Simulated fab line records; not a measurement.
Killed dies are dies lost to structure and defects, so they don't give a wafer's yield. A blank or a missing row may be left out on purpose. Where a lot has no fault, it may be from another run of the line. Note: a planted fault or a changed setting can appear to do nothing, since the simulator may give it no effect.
Tool commonality check / flow berkeley_cmos170 / 45 wafers sampled across 15 lots

== REASON IT WAS OPENED ==
On 3 of the 15 lots, a flag is raised at UCB170_M3_CD_MEAS_15 on the reading cd_nm. No-fault wafers: 700.2 nm, standard deviation 1.4.
Rule: a lot is flagged in two cases, either no wafer of it has a number, or all its wafers with numbers fall more than 4 standard deviations from that mean. All remaining lots are regarded as sound.

lot=L730; measured=day 8 14:03; on=cd_sem-02; cd_nm (nm), wafer by wafer=700.5 700.3 702.4; flag=
lot=L729; measured=day 8 14:41; on=cd_sem-02; cd_nm (nm), wafer by wafer=701.0 701.5 701.6; flag=
lot=L732; measured=day 8 23:10; on=cd_sem-01; cd_nm (nm), wafer by wafer=700.9 701.4 702.6; flag=
lot=L731; measured=day 8 23:40; on=cd_sem-02; cd_nm (nm), wafer by wafer=701.9 700.5 701.2; flag=
lot=L733; measured=day 9 06:10; on=cd_sem-01; cd_nm (nm), wafer by wafer=700.0 700.9 699.3; flag=
lot=L734; measured=day 9 06:29; on=cd_sem-02; cd_nm (nm), wafer by wafer=700.1 700.4 700.7; flag=
lot=L738; measured=day 9 15:08; on=cd_sem-01; cd_nm (nm), wafer by wafer=700.5 701.0 700.4; flag=
lot=L736; measured=day 9 17:32; on=cd_sem-01; cd_nm (nm), wafer by wafer=700.4 701.1 700.7; flag=
lot=L743; measured=day 11 04:32; on=cd_sem-01; cd_nm (nm), wafer by wafer=714.5 716.3 714.7; flag=FLAGGED
lot=L742; measured=day 11 07:28; on=cd_sem-02; cd_nm (nm), wafer by wafer=701.1 700.3 699.5; flag=
lot=L746; measured=day 11 07:35; on=cd_sem-01; cd_nm (nm), wafer by wafer=710.5 711.7 711.7; flag=FLAGGED
lot=L748; measured=day 12 00:20; on=cd_sem-01; cd_nm (nm), wafer by wafer=708.1 708.7 709.1; flag=FLAGGED
lot=L747; measured=day 12 01:36; on=cd_sem-01; cd_nm (nm), wafer by wafer=701.5 702.1 701.0; flag=
lot=L751; measured=day 12 07:01; on=cd_sem-02; cd_nm (nm), wafer by wafer=698.4 696.7 698.6; flag=
lot=L752; measured=day 12 14:24; on=cd_sem-02; cd_nm (nm), wafer by wafer=697.1 697.3 696.2; flag=
The mean of the flagged lots' numbers is 711.7 nm, +11.5 nm from the usual (+8 standard deviations).

== EACH LOT AND THE TOOL IT RAN ON ==
The record holds 1 process step before the reading, out of a route of 331 steps. Each cell gives the tool, then ch followed by the chambers the sampled wafers passed through, then the start.
lot=L730; flag=; UCB170_M3_EXPOSE_12=krf_scanner-01 ch 0, day 8 13:23
lot=L729; flag=; UCB170_M3_EXPOSE_12=krf_scanner-01 ch 0, day 8 14:08
lot=L732; flag=; UCB170_M3_EXPOSE_12=krf_scanner-02 ch 0, day 8 22:28
lot=L731; flag=; UCB170_M3_EXPOSE_12=krf_scanner-01 ch 0, day 8 23:04
lot=L733; flag=; UCB170_M3_EXPOSE_12=krf_scanner-02 ch 0, day 9 05:22
lot=L734; flag=; UCB170_M3_EXPOSE_12=krf_scanner-02 ch 0, day 9 05:46
lot=L738; flag=; UCB170_M3_EXPOSE_12=krf_scanner-02 ch 0, day 9 14:45
lot=L736; flag=; UCB170_M3_EXPOSE_12=krf_scanner-01 ch 0, day 9 16:56
lot=L743; flag=FLAGGED; UCB170_M3_EXPOSE_12=krf_scanner-02 ch 0, day 11 03:58
lot=L742; flag=; UCB170_M3_EXPOSE_12=krf_scanner-01 ch 0, day 11 06:41
lot=L746; flag=FLAGGED; UCB170_M3_EXPOSE_12=krf_scanner-02 ch 0, day 11 07:03
lot=L748; flag=FLAGGED; UCB170_M3_EXPOSE_12=krf_scanner-02 ch 0, day 11 23:40
lot=L747; flag=; UCB170_M3_EXPOSE_12=krf_scanner-01 ch 0, day 12 01:12
lot=L751; flag=; UCB170_M3_EXPOSE_12=krf_scanner-01 ch 0, day 12 06:37
lot=L752; flag=; UCB170_M3_EXPOSE_12=krf_scanner-01 ch 0, day 12 13:41
What these steps do:
- UCB170_M3_EXPOSE_12: exposes mask METAL3, target cd 700 nm.
- UCB170_M3_CD_MEAS_15: target cd 700 nm.

== FLAGGED AGAINST TOTAL, ONE TOOL AT A TIME (gauges that did the reading follow at the end) ==
step=UCB170_M3_EXPOSE_12; tool=krf_scanner-01; lots run=8; flagged=0; share of the flagged lots=none; sound lots run after its first flagged lot=-
step=UCB170_M3_EXPOSE_12; tool=krf_scanner-02; lots run=7; flagged=3; share of the flagged lots=all; sound lots run after its first flagged lot=0
step=UCB170_M3_CD_MEAS_15; tool=cd_sem-01; lots run=8; flagged=3; share of the flagged lots=all; sound lots run after its first flagged lot=1 (L747)
step=UCB170_M3_CD_MEAS_15; tool=cd_sem-02; lots run=7; flagged=0; share of the flagged lots=none; sound lots run after its first flagged lot=-

== WHAT THE TABLE ALLOWS ==
krf_scanner-02 at UCB170_M3_EXPOSE_12 and cd_sem-01 at UCB170_M3_CD_MEAS_15 are the 2 rows of the table that ran each flagged lot.
- krf_scanner-02 at UCB170_M3_EXPOSE_12: 3 of its 7 lots flagged. A fault beginning between L738 (day 9 14:45), its last sound lot, and L743 (day 11 03:58), its first flagged one, fits the data. Its own readings (exposure_dose_mJ_cm2) fall more than 4 standard deviations out on all wafers of the flagged lots.
- cd_sem-01 at UCB170_M3_CD_MEAS_15: 3 of its 8 lots flagged. Sound lots ran on it after the first flagged one (L747), which a lasting fault on the whole tool wouldn't allow.
Left over: one tool, krf_scanner-02 at UCB170_M3_EXPOSE_12.

== WHAT HAD BEEN PUT IN BY THE SIMULATOR ==
Drift in process parameters on krf_scanner-02 at UCB170_M3_EXPOSE_12, starting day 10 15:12. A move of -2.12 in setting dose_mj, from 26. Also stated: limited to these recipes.
Lots struck among those shown: L743, L746, L748. The same result came from the rule above.
